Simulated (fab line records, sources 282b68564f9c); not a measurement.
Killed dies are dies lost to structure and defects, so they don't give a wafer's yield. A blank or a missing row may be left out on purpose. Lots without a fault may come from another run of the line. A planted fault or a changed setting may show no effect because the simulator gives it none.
Which tool did it? | flow rit_cmos | 14 lots, 42 wafers sampled, at 4 steps of a route of 202

WHAT THE GAUGES READ, wafer by wafer
RIT_NRETRO_OVL_MEAS_06. Usual: NRETRO_OVL 1.6 nm, standard deviation 1.4.
lot  | measured    | on         | NRETRO_OVL (nm) | flag
L221 | day 2 09:56 | overlay-02 | 2.9 2.5 3.3     |
L222 | day 2 19:48 | overlay-02 | 3.3 2.8 2.4     |
L223 | day 2 20:04 | overlay-01 | 0.8 0.8 1.5     |
L224 | day 3 01:57 | overlay-01 | 1.2 1.6 2.1     |
L225 | day 3 06:52 | overlay-02 | 1.9 2.2 1.1     |
L229 | day 3 23:01 | overlay-02 | 1.8 2.7 2.0     |
L233 | day 5 02:10 | overlay-02 | 1.1 1.0 0.2     |
L237 | day 5 22:31 | overlay-02 | 0.9 4.0 2.6     |
L239 | day 6 09:21 | overlay-01 | 3.2 3.3 2.0     |
L240 | day 6 12:30 | overlay-01 | 0.3 2.9 3.2     |
L241 | day 6 12:49 | overlay-02 | 2.8 1.5 1.5     |
L242 | day 6 18:37 | overlay-02 | -1.9 -1.1 0.1   |
L243 | day 7 02:30 | overlay-02 | 0.7 0.8 2.0     |
L244 | day 7 06:07 | overlay-02 | 1.5 1.0 3.6     |

RIT_M1_BOW_MEAS_16. Usual: M1_BOW 17 um, standard deviation 6.4.
lot  | measured    | on            | M1_BOW (um) | flag
L221 | day 3 19:14 | film_metro-03 | 17 18 20    |
L222 | day 4 00:41 | film_metro-03 | 19 12 29    |
L223 | day 4 02:11 | film_metro-04 | 6 26 11     |
L224 | day 4 08:22 | film_metro-04 | 28 16 8     |
L225 | day 4 11:52 | film_metro-03 | 22 19 7     |
L229 | day 5 07:29 | film_metro-03 | 8 18 11     |
L233 | day 6 14:44 | film_metro-02 | 15 12 13    |
L237 | day 7 07:07 | film_metro-03 | 16 20 13    |
L239 | day 7 15:50 | film_metro-04 | 26 12 27    |
L240 | day 7 20:39 | film_metro-04 | 10 22 20    |
L241 | day 7 19:10 | film_metro-03 | 35 18 21    |
L242 | day 8 02:20 | film_metro-04 | 27 12 17    |
L243 | day 8 07:44 | film_metro-03 | 29 17 20    |
L244 | day 8 10:14 | film_metro-03 | 14 9 26     |

WHICH TOOL RAN EACH LOT (tool, then ch and the chambers of the sampled wafers, then the start)
lot  | RIT_SDANNEAL_CLEAN_00          | RIT_M1_STRIP_14
L221 | wet_bench-02 ch 3, day 3 11:29 | plasma_asher-04 ch 0,1, day 3 17:25
L222 | wet_bench-01 ch 1, day 3 16:50 | plasma_asher-04 ch 0,1, day 3 22:53
L223 | wet_bench-02 ch 3, day 3 16:57 | plasma_asher-04 ch 0,1, day 3 23:20
L224 | wet_bench-04 ch 2, day 4 00:40 | plasma_asher-04 ch 0,1, day 4 06:32
L225 | wet_bench-04 ch 2, day 4 04:02 | plasma_asher-03 ch 0,1, day 4 10:04
L229 | wet_bench-01 ch 2, day 4 23:16 | plasma_asher-02 ch 0,1, day 5 05:42
L233 | wet_bench-01 ch 2, day 6 06:19 | plasma_asher-02 ch 0,1, day 6 12:56
L237 | wet_bench-04 ch 1, day 6 22:50 | plasma_asher-02 ch 0,1, day 7 05:19
L239 | wet_bench-04 ch 0, day 7 06:34 | plasma_asher-02 ch 0,1, day 7 13:07
L240 | wet_bench-04 ch 3, day 7 11:20 | plasma_asher-03 ch 0, day 7 17:36
L241 | wet_bench-02 ch 1, day 7 11:11 | plasma_asher-02 ch 0,1, day 7 17:22
L242 | wet_bench-02 ch 3, day 7 18:32 | plasma_asher-03 ch 0,1, day 8 00:34
L243 | wet_bench-04 ch 3, day 7 23:47 | plasma_asher-02 ch 0,1, day 8 05:56
L244 | wet_bench-04 ch 2, day 8 02:22 | plasma_asher-03 ch 0,1, day 8 08:27
- RIT_SDANNEAL_CLEAN_00: cleans in SC1, time 600 s.
- RIT_M1_STRIP_14: strips in O2, time 180 s.

WHAT THE TOOLS THEMSELVES READ (means of the sampled wafers that have a number; where no wafer has one, the mark that the record gives instead)
RIT_SDANNEAL_CLEAN_00. Usual: run_length_s 631 s, standard deviation 3.7.
lot  | tool         | run_length_s (s) | flag
L221 | wet_bench-02 | 634              |
L222 | wet_bench-01 | 628              |
L223 | wet_bench-02 | 626              |
L224 | wet_bench-04 | 625              |
L225 | wet_bench-04 | 633              |
L229 | wet_bench-01 | 418              | OFF
L233 | wet_bench-01 | 418              | OFF
L237 | wet_bench-04 | 632              |
L239 | wet_bench-04 | 634              |
L240 | wet_bench-04 | 635              |
L241 | wet_bench-02 | 634              |
L242 | wet_bench-02 | 633              |
L243 | wet_bench-04 | 635              |
L244 | wet_bench-04 | 633              |

RIT_M1_STRIP_14. Usual: drypump_motor_current_A 5.57 A, standard deviation 0.27; rf_refl_power_W 5.8 W, standard deviation 1.7.
lot  | tool            | drypump_motor_current_A (A) | rf_refl_power_W (W) | flag
L221 | plasma_asher-04 | 5.72                        | 5.7                 |
L222 | plasma_asher-04 | 5.50                        | 4.6                 |
L223 | plasma_asher-04 | 5.72                        | 5.9                 |
L224 | plasma_asher-04 | 5.72                        | 5.8                 |
L225 | plasma_asher-03 | 5.83                        | 5.5                 |
L229 | plasma_asher-02 | 5.34                        | 6.0                 |
L233 | plasma_asher-02 | 5.37                        | 5.8                 |
L237 | plasma_asher-02 | 5.34                        | 6.6                 |
L239 | plasma_asher-02 | 5.36                        | 5.5                 |
L240 | plasma_asher-03 | 5.88                        | 4.3                 |
L241 | plasma_asher-02 | 5.35                        | 6.3                 |
L242 | plasma_asher-03 | 5.82                        | 5.6                 |
L243 | plasma_asher-02 | 5.34                        | 5.5                 |
L244 | plasma_asher-03 | 5.74                        | 6.5                 |

THE ANSWER, worked out from the rows above alone
Rule: a lot is off if the mean of its wafers that have a number lies more than 3 standard deviations from the usual mean. A lot without any number at a reading at which 4 lots or more have one is off too. The other lots that the step has rows for count as sound. The gauges are gone through in route order, then the tools' own readings, and for those a lot's mean is taken as printed above. The first step at which some lot is off is used, and at that step the reading that is off furthest; a lot without a number counts as furthest.
Off: L229, L233, at RIT_SDANNEAL_CLEAN_00 (run_length_s).
A tool fits if, at that step or a process step before it, it ran every lot that is off, and no sound lot after the first of them. One fits: wet_bench-01 at RIT_SDANNEAL_CLEAN_00. Its last sound lot is L222 (day 3 16:50), its first lot that is off L229 (day 4 23:16): a fault that began between those two fits.
The tool's own readings at RIT_SDANNEAL_CLEAN_00 bear it out: on the lots that are off they differ by more than 5 times the standard deviation of the sound lots' means. run_length_s reads 418 s there against 632 s on the sound lots.

WHAT THE SIMULATOR HAD PUT IN
Process parameter drift: wet_bench-01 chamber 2, from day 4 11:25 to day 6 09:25, at RIT_SDANNEAL_CLEAN_00. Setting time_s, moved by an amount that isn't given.
Lots struck among those shown: L229, L233. The rule above found the same.
